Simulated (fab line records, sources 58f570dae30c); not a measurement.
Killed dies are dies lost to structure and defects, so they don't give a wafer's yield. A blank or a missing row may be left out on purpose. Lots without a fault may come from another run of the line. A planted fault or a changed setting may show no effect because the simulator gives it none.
Tool commonality check | flow berkeley_cmos170 | 14 lots, 42 wafers sampled

WHY IT WAS OPENED
At UCB170_NWELL_TW_MEAS_16 the reading NWELL_TW is flagged on 2 of 14 lots. Wafers without a fault read 1262, standard deviation 15.
Rule: a lot is flagged when every wafer of it that has a number lies more than 4 standard deviations from that mean, or none has a number. The other lots count as sound.

lot  | measured    | on            | NWELL_TW, wafer by wafer | flag
L836 | day 2 17:20 | film_metro-04 | 1253 1250 1244           |
L837 | day 3 03:33 | film_metro-03 | 1282 1282 1277           |
L838 | day 3 03:49 | film_metro-03 | 1278 1280 1280           |
L840 | day 3 14:52 | film_metro-04 | 1247 1245 1244           |
L841 | day 3 20:41 | film_metro-01 | 1255 1254 1255           |
L844 | day 4 04:34 | film_metro-04 | 1256 1255 1246           |
L845 | day 4 15:53 | film_metro-03 | 1280 1277 1280           |
L848 | day 5 03:01 | film_metro-01 | 1252 1249 1252           |
L851 | day 5 21:15 | film_metro-01 | 1252 1252 1248           |
L853 | day 6 08:49 | film_metro-03 | 407 398 401              | FLAGGED
L855 | day 6 15:45 | film_metro-03 | 411 419 419              | FLAGGED
L857 | day 7 02:14 | film_metro-03 | 1284 1276 1281           |
L856 | day 7 02:37 | film_metro-01 | 1243 1244 1247           |
L858 | day 7 08:57 | film_metro-04 | 1250 1257 1260           |
The numbers of the flagged lots are 409 on average: -853 against the usual, or -57 standard deviations.

WHICH TOOL RAN EACH LOT
The record holds 1 process step before the reading, out of a route of 331 steps. In each cell: the tool, then ch and the chambers that the sampled wafers went through, then the start.
lot  | flag    | UCB170_NWELL_DEVELOP_11
L836 |         | litho_track-04 ch 0, day 2 16:00
L837 |         | litho_track-04 ch 0, day 3 03:00
L838 |         | litho_track-02 ch 0, day 3 03:00
L840 |         | litho_track-04 ch 0, day 3 14:00
L841 |         | litho_track-04 ch 0, day 3 20:00
L844 |         | litho_track-02 ch 0, day 4 04:00
L845 |         | litho_track-02 ch 0, day 4 15:00
L848 |         | litho_track-01 ch 0, day 5 02:00
L851 |         | litho_track-04 ch 0, day 5 20:00
L853 | FLAGGED | litho_track-04 ch 0, day 6 08:00
L855 | FLAGGED | litho_track-04 ch 0, day 6 15:00
L857 |         | litho_track-02 ch 0, day 7 01:00
L856 |         | litho_track-02 ch 0, day 7 01:00
L858 |         | litho_track-01 ch 0, day 7 08:00
What these steps do:
- UCB170_NWELL_DEVELOP_11: develop time 45 s.
- UCB170_NWELL_TW_MEAS_16

FLAGGED OVER TOTAL, TOOL BY TOOL (the gauges that took the reading come last)
step                    | tool           | lots run | flagged | share of the flagged lots | sound lots run after its first flagged lot
UCB170_NWELL_DEVELOP_11 | litho_track-01 | 2        | 0       | none                      | -
UCB170_NWELL_DEVELOP_11 | litho_track-02 | 5        | 0       | none                      | -
UCB170_NWELL_DEVELOP_11 | litho_track-04 | 7        | 2       | all                       | 0
UCB170_NWELL_TW_MEAS_16 | film_metro-01  | 4        | 0       | none                      | -
UCB170_NWELL_TW_MEAS_16 | film_metro-03  | 6        | 2       | all                       | 1 (L857)
UCB170_NWELL_TW_MEAS_16 | film_metro-04  | 4        | 0       | none                      | -

WHAT THE TABLE ALLOWS
2 rows of the table ran every flagged lot: litho_track-04 at UCB170_NWELL_DEVELOP_11, film_metro-03 at UCB170_NWELL_TW_MEAS_16.
- litho_track-04 at UCB170_NWELL_DEVELOP_11: 2 of its 7 lots flagged. Its last sound lot is L851 (day 5 20:00), its first flagged lot L853 (day 6 08:00): a fault that began between those two fits.
- film_metro-03 at UCB170_NWELL_TW_MEAS_16: 2 of its 6 lots flagged. Sound lots ran on it after the first flagged one (L857), which a lasting fault on the whole tool wouldn't allow.
One tool is left: litho_track-04 at UCB170_NWELL_DEVELOP_11.

WHAT THE SIMULATOR HAD PUT IN
Process parameter drift: litho_track-04, from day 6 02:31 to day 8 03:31, at UCB170_NWELL_DEVELOP_11. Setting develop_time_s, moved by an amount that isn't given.
Lots struck among those shown: L853, L855. The rule above found the same.
